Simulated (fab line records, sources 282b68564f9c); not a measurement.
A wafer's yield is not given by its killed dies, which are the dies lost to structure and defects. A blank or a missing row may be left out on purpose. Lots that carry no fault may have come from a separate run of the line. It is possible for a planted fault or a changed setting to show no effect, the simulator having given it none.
Which tool is to blame? | flow rit-cmos | 7 lots with 21 wafers sampled at 2 steps, on a route of 202 steps

== WHAT THE GAUGES SHOWED, per wafer ==
RIT_FOX2_THK_MEAS_01.
lot  | measured    | on            | FOX2_OXIDE_THK (nm)
L939 | day 2 04:35 | film-metro-03 | 352 355 354
L944 | day 3 05:44 | film-metro-03 | 346 347 349
L947 | day 3 20:28 | film-metro-03 | 228 218 224
L949 | day 4 06:19 | film-metro-03 | 212 210 218
L954 | day 5 07:22 | film-metro-01 | 338 343 343
L957 | day 5 23:10 | film-metro-03 | 352 343 354
L959 | day 6 08:22 | film-metro-04 | 345 344 345

== TOOL THAT RAN EACH LOT (tool first, then ch and the chambers of the sampled wafers, then the start) ==
lot  | RIT_FOX2_OXIDATION_00
L939 | furnace-04 ch 0, day 2 03:15
L944 | furnace-04 ch 0, day 3 04:25
L947 | furnace-04 ch 0, day 3 19:09
L949 | furnace-04 ch 0, day 4 05:00
L954 | furnace-01 ch 0, day 5 06:04
L957 | furnace-02 ch 0, day 5 21:51
L959 | furnace-02 ch 0, day 6 07:03
- RIT_FOX2_OXIDATION_00: target thk 350.7 nm, ox time 1130 s.

== THE ANSWER, worked out from the rows above alone ==
Rule: the lots themselves supply what counts as usual. The widest of any qualifying gaps counts: lots, ordered by their means at a reading, are off when they make up no more than a third of the lots, leave a main group of 4 or more, and stand apart from it by 3 or more times the standard deviation of that group's means. If all means in a main group match to the digits the tables above print for the reading, that group is not used. Also off: a lot with no number at a reading for which 4 or more lots have one. Any other lot the step has rows for is counted as sound.
Off: L947, L949, seen at RIT_FOX2_THK_MEAS_01 (FOX2_OXIDE_THK). The main group: mean 347 nm, standard deviation 4.2.
A tool fits if, at a process step before that reading, it ran every lot that is off, and no sound lot after the first of them. Gauges at RIT_FOX2_THK_MEAS_01: tried the same way as those tools. One candidate fits, namely furnace-04 at RIT_FOX2_OXIDATION_00. Its last sound lot is L944 (day 3 04:25), its first lot that is off L947 (day 3 19:09): a fault that began between those two fits.

== WHAT THE SIMULATOR HAD PUT IN ==
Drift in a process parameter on furnace-04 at RIT_FOX2_OXIDATION_00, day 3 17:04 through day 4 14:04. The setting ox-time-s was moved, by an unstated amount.
Struck lots among those shown: L947, L949. The rule above found the same.
